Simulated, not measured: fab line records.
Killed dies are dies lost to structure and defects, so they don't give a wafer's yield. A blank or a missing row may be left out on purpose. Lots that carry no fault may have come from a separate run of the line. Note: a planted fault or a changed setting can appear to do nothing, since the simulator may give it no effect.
fab line records ; flow berkeley-cmos170
record: lots: 14; wafers: 42; last-day: 13
route steps=331 shown M3@321
lots with no fault: from the same line, run without faults
start-h: hours from the record's first day to the start of the lot's first wafer shown ; wait-h: time in hours since the lot's previous step ; " as in the row above ; L1.1+2: several wafers, shown together as one row ; - no value, or no start was given ; * or withheld: withheld ; < > ~ a bound
route shown NAME@n: names a module that has steps shown in the file, with the first one's number in the route ; usual: the fault-free wafers' mean and standard deviation ; same: alike in all rows ; chamber/n: place in a boat ; sites: each site's reading ; _std_site: standard deviation of those values ; _edge_site: inner sites' mean taken away from outer sites' mean ; radius-mm: how far each site lies from the wafer's centre ; mask NAME#n: copy n ; behind: the tool/chamber that last shaped the wafer ; hold: cause of the lot's hold/its duration in hours/its outcome ; device: transistor that didn't switch, given as n, p or np ; end of line: the same wafers' tests at the end of the route ; a step given without rows: its recipe and nothing more ; killed: not the wafer's yield, but the dies lost to structure and defects at the first sort ; map: shows each die of a wafer: x if killed, . if not, _ if none is there
set.NAME: the setting as run; set.NAME@STEP: as run at that earlier step ; model.NAME: the simulator's own value behind a step, which no gauge read
route steps across a sampled set of lots; one table per step, one row per wafer
services: from which hour (start-h, from the record's first day; less than 0 if before it) a tool's chamber was out of use, for how many hours, and why
== steps ==
step: UCB170_M3_EXPOSE_12
recipe: mask-id: METAL3; target-cd-nm: 700; na: 0.5; sigma-outer: 0.6; source-shape: conventional; dose-mj: 26.3
usual: exposure-dose-mJ-cm2: 26.007/0.025; focus-offset-nm: 0.1/0.52; reticle-temp-C: 22.97/0.11; sigma-outer: 0.6/0
lot.wafer;tool;chamber;start-h;wait-h;mask;exposure-dose-mJ-cm2;focus-offset-nm;reticle-temp-C;sigma-outer
L701.1;krf-scanner-02;0;191.01;-;METAL3#0;25.993;0.4;22.84;0.6
L701.2;krf-scanner-02;0;191.01;-;METAL3#0;26.011;0.5;23.02;0.6
L701.6;krf-scanner-02;0;191.01;-;METAL3#0;26.004;-0.6;22.81;0.6
L705.1;krf-scanner-01;0;203.34;-;METAL3#0;26.018;0.2;23.06;0.6
L705.3;krf-scanner-01;0;203.34;-;METAL3#0;25.992;-0.4;23.13;0.6
L705.5;krf-scanner-01;0;203.34;-;METAL3#0;25.985;-0.1;23.18;0.6
L706.1;krf-scanner-01;0;223.28;-;METAL3#0;26.030;1.0;23.08;0.6
L706.4;krf-scanner-01;0;223.28;-;METAL3#0;25.998;0.5;22.97;0.6
L706.6;krf-scanner-01;0;223.28;-;METAL3#0;26.055;0.4;23.18;0.6
L707.1;krf-scanner-02;0;224.47;-;METAL3#0;25.966;0.1;22.92;0.6
L707.2;krf-scanner-02;0;224.47;-;METAL3#0;25.967;0.4;22.91;0.6
L707.3;krf-scanner-02;0;224.47;-;METAL3#0;25.975;0.1;23.03;0.6
L708.2;krf-scanner-02;0;234.41;-;METAL3#0;25.992;-0.2;22.94;0.6
L708.4;krf-scanner-02;0;234.41;-;METAL3#0;26.037;-0.2;22.93;0.6
L708.6;krf-scanner-02;0;234.41;-;METAL3#0;26.011;0.2;22.88;0.6
L709.1;krf-scanner-01;0;234.64;-;METAL3#0;25.998;1.0;23.09;0.6
L709.5;krf-scanner-01;0;234.64;-;METAL3#0;26.003;-0.3;23.03;0.6
L709.6;krf-scanner-01;0;234.64;-;METAL3#0;26.029;0.8;23.11;0.6
L710.3;krf-scanner-02;0;234.92;-;METAL3#0;26.016;-0.3;22.82;0.6
L710.4;krf-scanner-02;0;234.92;-;METAL3#0;26.018;-0.2;22.86;0.6
L710.6;krf-scanner-02;0;234.92;-;METAL3#0;26.003;-0.2;22.92;0.6
L712.1;krf-scanner-01;0;248.98;-;METAL3#0;26.005;0.0;23.05;0.6
L712.4;krf-scanner-01;0;248.98;-;METAL3#0;26.001;0.2;23.09;0.6
L712.6;krf-scanner-01;0;248.98;-;METAL3#0;26.027;-0.1;22.84;0.6
L711.2;krf-scanner-02;-;251.07;-;METAL3#0;-;-;-;-
L711.5;krf-scanner-02;-;251.07;-;METAL3#0;-;-;-;-
L711.6;krf-scanner-02;-;251.07;-;METAL3#0;-;-;-;-
L715.2;krf-scanner-01;-;259.08;-;METAL3#0;-;-;-;-
L715.5;krf-scanner-01;-;259.08;-;METAL3#0;-;-;-;-
L715.6;krf-scanner-01;-;259.08;-;METAL3#0;-;-;-;-
L713.1;krf-scanner-02;0;265.82;-;METAL3#0;25.991;-0.2;22.89;0.6
L713.2;krf-scanner-02;0;265.82;-;METAL3#0;25.987;0.8;22.90;0.6
L713.6;krf-scanner-02;0;265.82;-;METAL3#0;26.009;-0.2;22.93;0.6
L722.1;krf-scanner-01;0;284.92;-;METAL3#0;26.009;-0.5;23.02;0.6
L722.2;krf-scanner-01;0;284.92;-;METAL3#0;26.000;0.2;22.91;0.6
L722.3;krf-scanner-01;0;284.92;-;METAL3#0;25.987;-0.8;23.04;0.6
L721.3;krf-scanner-01;0;290.15;-;METAL3#0;26.011;0.4;23.12;0.6
L721.4;krf-scanner-01;0;290.15;-;METAL3#0;26.003;-0.8;23.01;0.6
L721.6;krf-scanner-01;0;290.15;-;METAL3#0;25.977;-0.7;23.14;0.6
L723.3;krf-scanner-01;0;307.48;-;METAL3#0;26.034;0.3;22.85;0.6
L723.4;krf-scanner-01;0;307.48;-;METAL3#0;26.014;0.1;22.68;0.6
L723.6;krf-scanner-01;0;307.48;-;METAL3#0;25.995;0.5;22.91;0.6
== services ==
tool;chamber;start-h;hours;kind
krf-scanner-02;-;206.91;2.4;repair
krf-scanner-02;-;210.05;1.0;pm
krf-scanner-01;-;232.13;1.3;pm
krf-scanner-01;-;238.00;1.0;pm
== key ==
first-sign: step: UCB170_M3_EXPOSE_12; reading: tool-record; direction: missing
effect none on later readings
met-at UCB170_M3_EXPOSE_12
struck-lots L711,L715
later-rows-left-out L711.2,L711.5,L711.6,L715.2,L715.5,L715.6
sort-left-out L711.2,L711.5,L711.6,L715.2,L715.5,L715.6
onset-between 248.98 251.07
fault: kind: skipped-step-whole; tool: krf-scanner-01,krf-scanner-02; chamber: -; onset-h: 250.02; steps: UCB170_M3_EXPOSE_12; scope: struck-lots-only
sort-left-out: the simulated sort isn't trusted on such a fault, so these wafers' sort isn't shown, and their yield isn't known
later-rows-left-out: the simulator's readings of these wafers behind a module that went badly wrong aren't trusted and aren't shown, but for the sort
